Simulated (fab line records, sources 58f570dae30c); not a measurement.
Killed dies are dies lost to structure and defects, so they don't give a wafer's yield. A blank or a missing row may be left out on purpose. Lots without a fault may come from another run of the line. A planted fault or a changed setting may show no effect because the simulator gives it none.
Chamber matching | flow berkeley_cmos170 | UCB170_V1_CVD_00 on pecvd-03: 3 sister chambers
The step deposits SiO2 from TEOS/O2, target thk 2000 nm, time 250 s. 3 wafers are shown with their chamber, then 7 later ones without.

WAFERS WITH THEIR CHAMBER
wafer  | chamber | heater_power_w (W)
L710.4 | 1       | 174
L710.5 | 2       | 217
L721.4 | 0       | 304

WAFERS WITHOUT THEIR CHAMBER
wafer  | heater_power_w (W)
L721.5 | 166
L724.2 | 211
L724.3 | 216
L724.5 | 428
L727.2 | 277
L727.3 | 320
L727.6 | 175

WHICH CHAMBER EACH WENT THROUGH
wafer  | from the rows above          | in truth
L721.5 | can't be placed: 1 or 2      | 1
L724.2 | can't be placed: 2 or 1 or 0 | 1
L724.3 | can't be placed: 2 or 1 or 0 | 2
L724.5 | can't be placed: 0 or 2      | 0
L727.2 | can't be placed: 0 or 2 or 1 | 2
L727.3 | can't be placed: 0 or 2      | 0
L727.6 | can't be placed: 1 or 2      | 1
Placed correctly: 0 of 7. Can't be placed from these rows: 7 (the true chamber is among the candidates in 7). Placed wrongly: 0.
How it was worked out, from the rows above alone: a wafer's distance from a chamber is the root of the sum, over the readings, of the square of ((its reading less the chamber's mean) divided by the reading's scatter). The wafer belongs to the nearest chamber; if the next one is less than 2 further off, it can't be placed. A chamber's mean is the mean of its shown wafers. The scatter: with one shown wafer a chamber, the root of the mean of the squares of how far each hidden wafer lies from its nearest shown one.
